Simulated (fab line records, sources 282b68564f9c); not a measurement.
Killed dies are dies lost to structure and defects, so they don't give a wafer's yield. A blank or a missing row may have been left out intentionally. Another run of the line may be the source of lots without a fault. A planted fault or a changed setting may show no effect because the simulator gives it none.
fab line records + flow ritCmos + part 2 of 2: steps 33 to 33 of 33
[record]
- lots = 5
- wafers = 23
route steps=202 shown ACTIVE@9 FOX2@23 NWELL@33 NRETRO@61 PRETRO@71 GATE@78 M1@202
startH: hours from the record's opening day to when the first of the lot's shown wafers began + waitH: how many hours have passed since the lot's step before this one + " the same as in the row above + L1.1+2: a single row standing in for several wafers + - value missing, or start not given + * or withheld: withheld + < > ~ a bound
route shown NAME@n: names a module that has steps shown in the file, with the first one's number in the route + usual: average and standard deviation across the fault-free wafers + same: alike in all rows + chamber/n: place in a boat + sites: the reading at each site + _std_site: standard deviation across them + _edge_site: the outer-site mean with the inner-site mean subtracted + radiusMm: for every site, how far away it sits from the centre of the wafer + mask NAME#n: copy n + behind: the last tool/chamber to shape the wafer + hold: cause of the lot's hold/its duration in hours/its outcome + device: the n, p or np transistor that did not switch + end of line: at the end of the route, the tests of the same wafers + a step without rows: its recipe alone + killed: dies that structure and defects cost at the first sort, which is not the same as the wafer's yield + map: per-die view of a wafer (x killed, . not killed, _ where there is no die)
set.NAME: the setting that was run; set.NAME@STEP: the one run at that earlier step + model.NAME: the simulator's own value behind a step, which no gauge read
lots with deliberately changed settings; one table per step, one row per wafer
[[steps]]
[step RIT_M1_PROBE_99]
[usual]
- killedAtContacts = 0.0/0.2
- killedAtFrontEnd = 7/3
- killedDies = 7/3
- killedOpen = 3.2/2
- killedShort = 3.6/2
[same]
- grossDies = 264
- killed_at_M0_to_M3 = 0
- killed_at_M4_up = 0
- killedAtBackSide = 0
- killedAtOther = 0
| lot.wafer | tool      | chamber | startH | waitH | set.developTimeS@NWELL_DEVELOP_05 | killedAtContacts | killedAtFrontEnd | killedDies | killedOpen | killedShort | model.etest.nmos_0p3.rOnOhmUm |
|-----------|-----------|---------|--------|-------|-----------------------------------|------------------|------------------|------------|------------|-------------|-------------------------------|
| L074.1    | prober-01 | -       | 64.59  | 0.1   | 68                                | 0                | 8                | 8          | 5          | 3           | 2126                          |
| L074.2    | prober-01 | -       | 64.64  | 0.1   | 68                                | 0                | 2                | 2          | 0          | 2           | 2124                          |
| L074.5    | prober-01 | -       | 64.79  | 0.2   | 68                                | 0                | 5                | 5          | 3          | 2           | 2115                          |
| L075.1    | prober-02 | -       | 66.09  | 0.1   | 68                                | 0                | 11               | 11         | 0          | 6           | -                             |
| L075.2    | prober-02 | -       | 66.14  | 0.1   | 59.99                             | 0                | 7                | 7          | 3          | 4           | 2345                          |
| L075.4    | prober-02 | -       | 66.24  | 0.2   | 59.99                             | 0                | 2                | 2          | 1          | 1           | -                             |
| L075.5    | prober-02 | -       | 66.29  | 0.2   | 68                                | 0                | 17               | 17         | 8          | 7           | 2294                          |
| L075.6    | prober-02 | -       | 66.34  | 0.2   | 68                                | 0                | 10               | 10         | 7          | 3           | 2285                          |
| L079.1    | prober-01 | -       | 87.34  | 0.1   | 68                                | 0                | 264              | 264        | 3          | 6           | -                             |
| L079.2    | prober-01 | -       | 87.39  | 0.1   | 74.21                             | 0                | 264              | 264        | 5          | 8           | -                             |
| L079.4    | prober-01 | -       | 87.49  | 0.2   | 68                                | 0                | 264              | 264        | 2          | 5           | -                             |
| L079.5    | prober-01 | -       | 87.54  | 0.2   | 68                                | 1                | 263              | 264        | 1          | 5           | -                             |
| L079.6    | prober-01 | -       | 87.59  | 0.2   | 74.21                             | 0                | 264              | 264        | 6          | 2           | -                             |
| L080.1    | prober-02 | -       | 89.43  | 0.1   | 62.67                             | 0                | 9                | 9          | 4          | 5           | 2068                          |
| L080.2    | prober-02 | -       | 89.48  | 0.1   | 68                                | 0                | 6                | 6          | 3          | 3           | 1983                          |
| L080.4    | prober-02 | -       | 89.58  | 0.2   | 68                                | 0                | 9                | 9          | 6          | 3           | 2032                          |
| L080.5    | prober-02 | -       | 89.63  | 0.2   | 62.67                             | 0                | 3                | 3          | 1          | 2           | 2042                          |
| L080.6    | prober-02 | -       | 89.68  | 0.2   | 68                                | 0                | 10               | 10         | 2          | 5           | 1994                          |
| L085.1    | prober-01 | -       | 118.25 | 0.1   | 75                                | 0                | 238              | 238        | 3          | 3           | -                             |
| L085.2    | prober-01 | -       | 118.30 | 0.1   | 75                                | 0                | 263              | 263        | 3          | 3           | -                             |
| L085.3    | prober-01 | -       | 118.35 | 0.2   | 68                                | 0                | 263              | 263        | 3          | 3           | -                             |
| L085.4    | prober-01 | -       | 118.40 | 0.2   | 68                                | 0                | 226              | 226        | 0          | 6           | 4391                          |
| L085.6    | prober-01 | -       | 118.50 | 0.2   | 75                                | 1                | 263              | 264        | 4          | 2           | -                             |
// killed by level:class
L074.1 GATE:geometricParticle:open=2 REOX:geometricParticle:open=2 SILICIDE:geometricParticle:short=2 GATE:geometricParticle:short=1 SILICIDE:geometricParticle:open=1
L074.2 FOX1:geometricParticle:short=1 GATE:geometricParticle:short=1
L074.5 GATE:geometricParticle:short=2 REOX:geometricParticle:open=2 GATE:geometricParticle:open=1
L075.1 GATE:areaExpose=5 REOX:geometricParticle:short=2 FOX1:geometricParticle:short=1 GATE:geometricParticle:short=1 SPACER:geometricParticle:short=1 SILICIDE:geometricParticle:short=1
L075.2 GATE:geometricParticle:short=3 SILICIDE:geometricParticle:open=2 REOX:geometricParticle:open=1 SILICIDE:geometricParticle:short=1
L075.4 FOX2:geometricParticle:short=1 SILICIDE:geometricParticle:open=1
L075.5 REOX:geometricParticle:short=4 GATE:geometricParticle:open=3 REOX:geometricParticle:open=3 GATE:geometricParticle:short=2 GATE:areaExpose=2 FOX1:geometricParticle:open=1 FOX2:geometricParticle:open=1 SPACER:geometricParticle:short=1
L075.6 FOX2:geometricParticle:open=2 FOX2:geometricParticle:short=2 GATE:geometricParticle:open=2 REOX:geometricParticle:open=2 GATE:geometricParticle:short=1 SPACER:geometricParticle:open=1
L079.1 GATE:areaExpose=233 GATE:areaEtch=22 FOX1:geometricParticle:short=2 GATE:geometricParticle:short=2 GATE:geometricParticle:open=2 SPACER:geometricParticle:short=1 SILICIDE:geometricParticle:short=1 SILICIDE:geometricParticle:open=1
L079.2 GATE:areaEtch=251 GATE:geometricParticle:short=5 GATE:geometricParticle:open=3 FOX1:geometricParticle:short=2 FOX1:geometricParticle:open=1 REOX:geometricParticle:short=1 SPACER:geometricParticle:open=1
L079.4 GATE:areaExpose=216 GATE:areaEtch=41 SILICIDE:geometricParticle:short=3 GATE:geometricParticle:short=2 REOX:geometricParticle:open=1 SILICIDE:geometricParticle:open=1
L079.5 GATE:areaEtch=258 GATE:geometricParticle:short=2 FOX1:geometricParticle:short=1 REOX:geometricParticle:short=1 SILICIDE:geometricParticle:open=1 CONTACT:geometricParticle:short=1
L079.6 GATE:areaEtch=256 REOX:geometricParticle:open=3 FOX1:geometricParticle:open=2 REOX:geometricParticle:short=1 SPACER:geometricParticle:open=1 SILICIDE:geometricParticle:short=1
L080.1 GATE:geometricParticle:short=3 GATE:geometricParticle:open=2 FOX1:geometricParticle:open=1 REOX:geometricParticle:open=1 REOX:geometricParticle:short=1 SPACER:geometricParticle:short=1
L080.2 REOX:geometricParticle:open=2 REOX:geometricParticle:short=2 GATE:geometricParticle:short=1 SPACER:geometricParticle:open=1
L080.4 GATE:geometricParticle:open=3 SILICIDE:geometricParticle:open=3 GATE:geometricParticle:short=1 REOX:geometricParticle:short=1 SILICIDE:geometricParticle:short=1
L080.5 GATE:geometricParticle:short=2 SPACER:geometricParticle:open=1
L080.6 SPACER:areaEtchback=3 REOX:geometricParticle:short=2 SILICIDE:geometricParticle:short=2 FOX2:geometricParticle:short=1 GATE:geometricParticle:open=1 REOX:geometricParticle:open=1
L085.1 GATE:areaEtch=232 FOX2:geometricParticle:short=2 GATE:geometricParticle:open=2 FOX1:geometricParticle:short=1 SILICIDE:geometricParticle:open=1
L085.2 GATE:areaEtch=257 SPACER:geometricParticle:short=2 SILICIDE:geometricParticle:open=2 SPACER:geometricParticle:open=1 SILICIDE:geometricParticle:short=1
L085.3 GATE:areaEtch=257 FOX2:geometricParticle:open=1 GATE:geometricParticle:short=1 GATE:geometricParticle:open=1 SPACER:geometricParticle:short=1 SILICIDE:geometricParticle:open=1 SILICIDE:geometricParticle:short=1
L085.4 GATE:areaEtch=218 SILICIDE:geometricParticle:short=4 GATE:areaExpose=2 FOX1:geometricParticle:short=1 GATE:geometricParticle:short=1
L085.6 GATE:areaEtch=257 GATE:geometricParticle:short=2 GATE:geometricParticle:open=2 FOX1:geometricParticle:open=1 CONTACT:geometricParticle:open=1 GATE:areaExpose=1
[[key]]
[split]
- step = RIT_ACTIVE_EXPOSE_08
- setting = doseMj
- stated = 225
- by = wafer
[response]
- step = RIT_ACTIVE_CD_MEAS_11
- reading = cdNm
- change = -3.02
- per = 1%
- r = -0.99
[response]
- step = RIT_ACTIVE_ETCH_13
- reading = model.ACTIVE.cdNm
- change = -3.05
- per = 1%
- r = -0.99
[response]
- step = RIT_ACTIVE_CD_MEAS_90
- reading = cdNm
- change = -3
- per = 1%
- r = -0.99
[split]
- step = RIT_ACTIVE_ETCH_13
- setting = pressureMtorr
- stated = 260
- by = lot
response none clear
[split]
- step = RIT_FOX2_OXIDATION_00
- setting = tempC
- stated = 1100
- by = lot
[response]
- step = RIT_FOX2_OXIDATION_00
- reading = model.SiO2_of_FOX2_OXIDATION_00.thkNm
- change = +17.1
- per = 1%
- r = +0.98
[response]
- step = RIT_FOX2_THK_MEAS_01
- reading = FOX2_OXIDE_THK
- change = +17.1
- per = 1%
- r = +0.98
[response]
- step = RIT_FOX2_THK_MEAS_90
- reading = FIELD_OXIDE_LEFT_1_THK
- change = +17.2
- per = 1%
- r = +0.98
[response]
- step = RIT_FOX2_THK_MEAS_91
- reading = FIELD_OXIDE_LEFT_2_THK
- change = +17.2
- per = 1%
- r = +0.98
[split]
- step = RIT_NWELL_DEVELOP_05
- setting = developTimeS
- stated = 68
- by = wafer
[response]
- step = RIT_M1_PROBE_99
- reading = model.etest.nmos_0p3.rOnOhmUm
- change = -5.56
- per = 1%
- r = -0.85
[split]
- step = RIT_NRETRO_IMPLANT_08
- setting = energyKev
- stated = 70
- by = wafer
[response]
- step = RIT_NRETRO_IMPLANT_08
- reading = model.implant.rpNm
- change = +0.873
- per = 1%
- r = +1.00
[response]
- step = RIT_NRETRO_IMPLANT_08
- reading = model.implant.drpNm
- change = +0.284
- per = 1%
- r = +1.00
[response]
- step = RIT_NRETRO_TW_MEAS_10
- reading = NRETRO_TW
- change = +2.48
- per = 1%
- r = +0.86
[split]
- step = RIT_PRETRO_HARDBAKE_07
- setting = tempC
- stated = 140
- by = wafer
[response]
- step = RIT_PRETRO_HARDBAKE_07
- reading = model.NOVOLAK_of_PRETRO_COAT_01.thkNm
- change = -2.89
- per = 1%
- r = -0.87
[split]
- step = RIT_PRETRO_IMPLANT_08
- setting = doseCm2
- stated = 1.2e+13
- by = wafer
response none clear
[split]
- step = RIT_GATE_CVD_08
- setting = tempC
- stated = 610
- by = lot
[response]
- step = RIT_GATE_CVD_08
- reading = model.poly-Si_of_GATE_CVD_08.thkNm
- change = +37.3
- per = 1%
- r = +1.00
[response]
- step = RIT_GATE_THK_MEAS_09
- reading = GATE_POLY_THK
- change = +37.3
- per = 1%
- r = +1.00
[response]
- step = RIT_GATE_ETCH_19
- reading = oesProductAu
- change = +0.0712
- per = 1%
- r = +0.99
[response]
- step = RIT_GATE_ETCH_19
- reading = model.GATE.featureDepthNm
- change = +31.2
- per = 1%
- r = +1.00
[response]
- step = RIT_GATE_ETCH_19
- reading = model.etch.depthNm
- change = +31.2
- per = 1%
- r = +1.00
[split]
- step = RIT_GATE_EXPOSE_13
- setting = doseMj
- stated = 380
- by = wafer
[response]
- step = RIT_GATE_CD_MEAS_16
- reading = cdNm
- change = -5.28
- per = 1%
- r = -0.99
[response]
- step = RIT_GATE_CD_MEAS_90
- reading = cdNm
- change = -5.27
- per = 1%
- r = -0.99
